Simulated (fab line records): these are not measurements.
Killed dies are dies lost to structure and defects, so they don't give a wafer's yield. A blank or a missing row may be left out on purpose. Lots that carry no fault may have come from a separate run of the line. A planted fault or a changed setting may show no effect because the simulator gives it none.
Comparing a struck lot with a sound one    flow berkeleyCmos170    21 out of 331 route steps
Sound: wafers L998.1, L998.3, L998.5. Wafers struck: L111.1, L111.5, L111.6. Last of all comes the cause.
Each step with rows lists, per side, the tool, then ch with its chambers, then its first start. Under that, the readings that differ: sound wafers    struck wafers    difference of the means    sigmas: that difference in standard deviations of wafers without a fault.
alike: readings with means less than 2 such deviations apart, plus words and numbers identical on both sides. not compared: withheld readings, readings lacking a value on some wafer, bounds such as >300 that could conceal the same value, and numbers that have no deviation in the record and whose values overlap.
The two part at a step that has a row with sigmas, a row that says differs or no value, or rows on one side only. Numbers that have no deviation but don't overlap get no sigmas and don't part them. A reading that every wafer of one side lacks parts them only if that side has two wafers or more.

first, 1 step without rows for these wafers: UCB170_PVT_IMPLANT_07.
UCB170_PVT_STRIP_08: strips in O2.
  sound on plasmaAsher-04 ch 0, day 7 06:25; struck on plasmaAsher-01 ch 0,1, day 9 07:22
reading                   sound              struck             difference  sigmas
stripTimeToEndpointS (s)  21.68 21.62 21.73  21.56 21.55 21.53  -0.13       -3
  alike: drypumpMotorCurrentA, o2FlowSccm, oesProductAu
  not compared: rfHoursCounterH
UCB170_PVT_TW_MEAS_09:
  sound on filmMetro-01 at day 7 06:31; struck on filmMetro-01 at day 9 07:28
  alike: PVT_TW
then, 1 step without rows for these wafers: UCB170_GATE_WET_ETCH_00 (etches SiO2 in dHF, time 200 s).
UCB170_FIELD_THK_MEAS_91:
  sound on filmMetro-03 at day 7 06:39; struck on filmMetro-01 at day 9 07:41
  alike: FIELD_OXIDE_LEFT_2_THK
then, 1 step without rows for these wafers: UCB170_GATE_OXIDATION_01 (target thk 6.6 nm, ox time 1800 s).
UCB170_GATE_THK_MEAS_02:
  sound on filmMetro-04 at day 7 10:38; struck on filmMetro-03 at day 9 14:00
  alike: GATE_OXIDE_THK
then, 2 steps without rows for these wafers: UCB170_GATE_ANNEAL_03 (time 1800 s); UCB170_GATE_CVD_04 (deposits poly-Si from SiH4, time 1440 s, target thk 214 nm).
UCB170_GATE_THK_MEAS_05:
  sound on filmMetro-02 at day 7 17:53; struck on filmMetro-02 at day 10 00:16
  alike: GATE_POLY_THK
then, 2 steps without rows for these wafers: UCB170_GATE_COAT_06; UCB170_GATE_COAT_07 (resist thk 900 nm).
UCB170_GATE_SOFTBAKE_08: time 60 s.
  sound on lithoTrack-04 ch 0, day 7 18:00; struck on lithoTrack-04 ch 0, day 10 01:00
reading                sound              struck             difference  sigmas
heaterPowerTotalW (W)  56.86 56.76 56.76  60.77 60.71 60.75  +3.95       +96
runLengthS (s)         88.93 89.27 89.17  76.18 76.16 76.33  -12.90      -72
  alike: chillPlateTempC
then, 3 steps without rows for these wafers: UCB170_GATE_EXPOSE_09 (exposes mask POLY, target cd 350 nm); UCB170_GATE_PEB_10; UCB170_GATE_DEVELOP_11 (develop time 45 s).
UCB170_GATE_CD_MEAS_12: target cd 350 nm.
  sound on cdSem-01 at day 7 19:44; struck on cdSem-02 at day 10 02:13
reading    sound              struck             difference  sigmas
cdNm (nm)  349.1 348.5 346.9  353.0 353.4 351.2  +4.4        +3
UCB170_GATE_OVL_MEAS_13:
  sound on overlay-01 at day 7 19:52; struck on overlay-02 at day 10 02:20
  alike: GATE_OVL
UCB170_GATE_ETCH_14: etches BARC in N2/H2.
  sound on rieDiel-01 ch 0,1,2, day 7 19:54; struck on rieDiel-03 ch 0,1, day 10 02:23
  alike: drypumpMotorCurrentA, oesProductAu, throttleValvePct
UCB170_GATE_ETCH_15: etches poly-Si in HBr/Cl2, stops on SiO2, time 56.3 s, target depth 278.2 nm.
  sound on rieSi-02 ch 0,3, day 7 19:56; struck on rieSi-02 ch 0,3, day 10 02:25
reading               sound            struck             difference  sigmas
model.GATE.cdNm (nm)  348.5 347.8 347  353.1 353.2 351.5  +4.8        
  alike: HBr_flow_sccm, drypumpMotorCurrentA, heBacksideLeakSccm, mfcCl2Sccm, oesProductAu, throttleValvePct
  not compared: rfHoursCounterH
UCB170_GATE_STRIP_16: strips in O2.
  sound on plasmaAsher-02 ch 1, day 7 19:59; struck on plasmaAsher-03 ch 0,1, day 10 02:28
  alike: drypumpMotorCurrentA, o2FlowSccm, oesProductAu
  not compared: rfHoursCounterH

WHERE THEY PART
First at UCB170_PVT_STRIP_08; last, within this record, at UCB170_GATE_CD_MEAS_12. Later steps at which nothing parts them and some readings are alike: UCB170_GATE_OVL_MEAS_13, UCB170_GATE_ETCH_14, UCB170_GATE_ETCH_15, UCB170_GATE_STRIP_16.

WHY: what had been put in by the simulator
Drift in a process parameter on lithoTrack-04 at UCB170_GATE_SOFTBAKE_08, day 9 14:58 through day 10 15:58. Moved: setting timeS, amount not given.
